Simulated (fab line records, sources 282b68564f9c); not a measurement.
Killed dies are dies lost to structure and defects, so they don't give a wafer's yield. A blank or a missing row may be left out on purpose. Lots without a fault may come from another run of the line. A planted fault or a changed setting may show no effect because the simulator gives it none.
Which tool did it? | flow rit_cmos | 14 lots, 42 wafers sampled, at 5 steps of a route of 202

WHAT THE GAUGES READ, wafer by wafer
RIT_NSD_OVL_MEAS_06.
lot  | measured    | on         | NSD_OVL (nm)
L276 | day 3 04:17 | overlay-02 | -0.7 0.8 0.5
L277 | day 3 11:31 | overlay-02 | 0.9 0.1 0.3
L279 | day 3 21:08 | overlay-02 | -1.0 -1.3 -0.6
L280 | day 4 04:09 | overlay-02 | -1.0 0.2 -1.2
L281 | day 4 06:22 | overlay-02 | 0.7 1.4 -0.7
L282 | day 4 10:26 | overlay-01 | 0.8 2.1 2.1
L285 | day 5 01:04 | overlay-01 | 1.9 1.3 0.9
L286 | day 5 03:53 | overlay-01 | -0.1 -0.3 2.7
L292 | day 6 07:49 | overlay-01 | 1.2 -0.4 -1.3
L293 | day 6 14:01 | overlay-01 | 1.0 0.6 2.3
L295 | day 7 02:29 | overlay-01 | 2.8 2.3 3.3
L296 | day 7 08:23 | overlay-01 | 2.0 4.3 4.1
L297 | day 7 10:41 | overlay-01 | 3.2 2.2 2.4
L299 | day 8 01:11 | overlay-01 | 2.4 2.0 2.5

RIT_SDANNEAL_RS_MEAS_07: measures by four-point-probe.
lot  | measured    | on            | NLDD_RS (ohm/sq)
L276 | day 3 07:05 | film_metro-01 | 152.3 152.8 152.4
L277 | day 3 14:25 | film_metro-01 | 152.4 152.0 152.4
L279 | day 3 23:57 | film_metro-02 | 152.3 152.0 151.9
L280 | day 4 07:04 | film_metro-02 | 151.4 150.8 151.5
L281 | day 4 09:16 | film_metro-02 | 151.0 150.8 151.3
L282 | day 4 13:23 | film_metro-02 | 150.7 151.5 151.5
L285 | day 5 03:50 | film_metro-03 | 151.8 151.8 152.0
L286 | day 5 06:41 | film_metro-01 | 152.0 151.3 152.3
L292 | day 6 10:50 | film_metro-01 | 152.7 152.2 152.8
L293 | day 6 16:50 | film_metro-03 | 152.0 151.5 152.2
L295 | day 7 05:23 | film_metro-03 | 151.6 151.5 151.8
L296 | day 7 11:22 | film_metro-03 | 151.2 150.8 151.4
L297 | day 7 13:35 | film_metro-01 | 151.1 152.0 151.6
L299 | day 8 04:01 | film_metro-03 | 150.5 150.5 150.8

RIT_M1_CD_MEAS_90: target cd 2600 nm.
lot  | measured    | on        | cd_nm (nm)
L276 | day 3 12:28 | cd_sem-01 | 2601.1 2600.4 2601.3
L277 | day 3 20:04 | cd_sem-01 | 2603.1 2602.4 2602.0
L279 | day 4 05:22 | cd_sem-01 | 2601.7 2601.5 2602.6
L280 | day 4 12:26 | cd_sem-02 | 2597.7 2600.4 2594.7
L281 | day 4 14:35 | cd_sem-02 | 2603.3 2602.9 2606.0
L282 | day 4 18:40 | cd_sem-02 | 2602.0 2601.0 2602.1
L285 | day 5 09:18 | cd_sem-02 | 2604.9 2600.2 2600.7
L286 | day 5 12:05 | cd_sem-02 | 2601.8 2601.7 2601.8
L292 | day 6 16:02 | cd_sem-02 | 2600.1 2599.3 2601.1
L293 | day 6 22:13 | cd_sem-02 | 2597.0 2591.7 2601.1 2597.1 2591.6 2601.3
L295 | day 7 10:41 | cd_sem-01 | 2590.7 2591.7 2600.3 2590.6 2592.1 2600.1
L296 | day 7 16:32 | cd_sem-01 | 2599.5 2600.4 2598.2
L297 | day 7 19:01 | cd_sem-01 | 2601.6 2600.7 2602.7
L299 | day 8 09:48 | cd_sem-01 | 2600.8 2601.3 2602.0

WHICH TOOL RAN EACH LOT (tool, then ch and the chambers of the sampled wafers, then the start)
lot  | RIT_M1_METAL_ETCH_12             | RIT_M1_STRIP_14
L276 | rie_metal-03 ch 0,1, day 3 11:56 | plasma_asher-03 ch 0,1, day 3 12:17
L277 | rie_metal-02 ch 0,1, day 3 19:32 | plasma_asher-03 ch 0,1, day 3 19:53
L279 | rie_metal-03 ch 0,1, day 4 04:51 | plasma_asher-01 ch 0,1, day 4 05:11
L280 | rie_metal-01 ch 0,1, day 4 11:55 | plasma_asher-02 ch 0,1, day 4 12:16
L281 | rie_metal-02 ch 0,1, day 4 14:04 | plasma_asher-02 ch 0,1, day 4 14:25
L282 | rie_metal-03 ch 0,1, day 4 18:08 | plasma_asher-02 ch 1, day 4 18:28
L285 | rie_metal-03 ch 0,1, day 5 08:44 | plasma_asher-03 ch 0,1, day 5 09:05
L286 | rie_metal-01 ch 0,1, day 5 11:32 | plasma_asher-03 ch 0,1, day 5 11:53
L292 | rie_metal-01 ch 0, day 6 15:30   | plasma_asher-03 ch 0,1, day 6 15:50
L293 | rie_metal-03 ch 0,1, day 6 21:43 | plasma_asher-03 ch 0,1, day 6 22:03
L295 | rie_metal-03 ch 0,1, day 7 10:11 | plasma_asher-02 ch 1, day 7 10:31
L296 | rie_metal-02 ch 0,1, day 7 15:59 | plasma_asher-03 ch 0,1, day 7 16:20
L297 | rie_metal-01 ch 0,1, day 7 18:29 | plasma_asher-01 ch 0,1, day 7 18:50
L299 | rie_metal-02 ch 0,1, day 8 09:07 | plasma_asher-01 ch 0, day 8 09:37
- RIT_M1_METAL_ETCH_12: etches Al in Cl2/BCl3, stops on SiO2, time 165 s, target depth 600 nm.
- RIT_M1_STRIP_14: strips in O2, time 180 s.

WHAT THE TOOLS THEMSELVES READ (means of the sampled wafers that have a number; where no wafer has one, the mark that the record gives instead)
RIT_M1_METAL_ETCH_12.
lot  | tool         | drypump_motor_current_A (A) | mfc_cl2_sccm (sccm) | oes_product_au (a.u.) | rf_fwd_power_W (W) | throttle_valve_pct (%)
L276 | rie_metal-03 | 5.2                         | 59.86               | 0.774                 | 248.4              | 8.11
L277 | rie_metal-02 | 5.8                         | 60.09               | 0.788                 | 250.2              | 8.27
L279 | rie_metal-03 | 5.1                         | 59.88               | 0.769                 | 248.8              | 8.19
L280 | rie_metal-01 | 5.6                         | 59.78               | 0.768                 | 249.0              | 8.43
L281 | rie_metal-02 | 5.6                         | 60.24               | 0.775                 | 248.8              | 8.30
L282 | rie_metal-03 | 5.2                         | 60.21               | 0.777                 | 249.1              | 8.11
L285 | rie_metal-03 | 5.2                         | 59.79               | 0.781                 | 249.6              | 8.12
L286 | rie_metal-01 | 5.6                         | 60.05               | 0.761                 | 249.2              | 8.42
L292 | rie_metal-01 | 5.6                         | 59.91               | 0.752                 | 248.2              | 8.38
L293 | rie_metal-03 | 5.1                         | 59.96               | 0.768                 | 259.0              | 8.19
L295 | rie_metal-03 | 5.2                         | 60.17               | 0.782                 | 269.0              | 8.12
L296 | rie_metal-02 | 5.5                         | 60.26               | 0.759                 | 248.7              | 8.30
L297 | rie_metal-01 | 5.6                         | 60.24               | 0.759                 | 249.1              | 8.42
L299 | rie_metal-02 | 5.6                         | 59.93               | 0.763                 | 248.7              | 8.29

RIT_M1_STRIP_14.
lot  | tool            | drypump_motor_current_A (A)
L276 | plasma_asher-03 | 5.6
L277 | plasma_asher-03 | 5.7
L279 | plasma_asher-01 | 5.1
L280 | plasma_asher-02 | 5.2
L281 | plasma_asher-02 | 5.2
L282 | plasma_asher-02 | 5.1
L285 | plasma_asher-03 | 5.6
L286 | plasma_asher-03 | 5.8
L292 | plasma_asher-03 | 5.6
L293 | plasma_asher-03 | 5.5
L295 | plasma_asher-02 | 5.1
L296 | plasma_asher-03 | 5.8
L297 | plasma_asher-01 | 5.5
L299 | plasma_asher-01 | 5.8

THE ANSWER, worked out from the rows above alone
Rule: what is usual is taken from the lots themselves. Put in order of their means at a reading, lots are off if they are a third of the lots or fewer, leave a main group of 4 or more, and stand apart from it by a gap of 3 or more times the standard deviation of the main group's means; of several such gaps the widest counts. A main group whose means are all the same, to the digits that the tables above print for the reading, isn't used. A lot without any number at a reading at which 4 lots or more have one is off too. The other lots that the step has rows for count as sound. The gauges are gone through in route order, then the tools' own readings, and for those a lot's mean is taken as printed above. The first step at which some lot is off is used, and at that step the reading that is off furthest; a lot without a number counts as furthest.
Off: L293, L295, at RIT_M1_METAL_ETCH_12 (rf_fwd_power_W). The main group: mean 249.0 W, standard deviation 0.51.
A tool fits if, at that step or a process step before it, it ran every lot that is off, and no sound lot after the first of them. One fits: rie_metal-03 at RIT_M1_METAL_ETCH_12. Its last sound lot is L285 (day 5 08:44), its first lot that is off L293 (day 6 21:43): a fault that began between those two fits.
The tool's own readings at RIT_M1_METAL_ETCH_12 bear it out: on the lots that are off they differ by more than 5 times the standard deviation of the sound lots' means. rf_fwd_power_W reads 264.0 W there against 249.0 W on the sound lots.

WHAT THE SIMULATOR HAD PUT IN
Process parameter drift: rie_metal-03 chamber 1, from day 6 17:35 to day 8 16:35, at RIT_M1_METAL_ETCH_12. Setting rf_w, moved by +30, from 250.
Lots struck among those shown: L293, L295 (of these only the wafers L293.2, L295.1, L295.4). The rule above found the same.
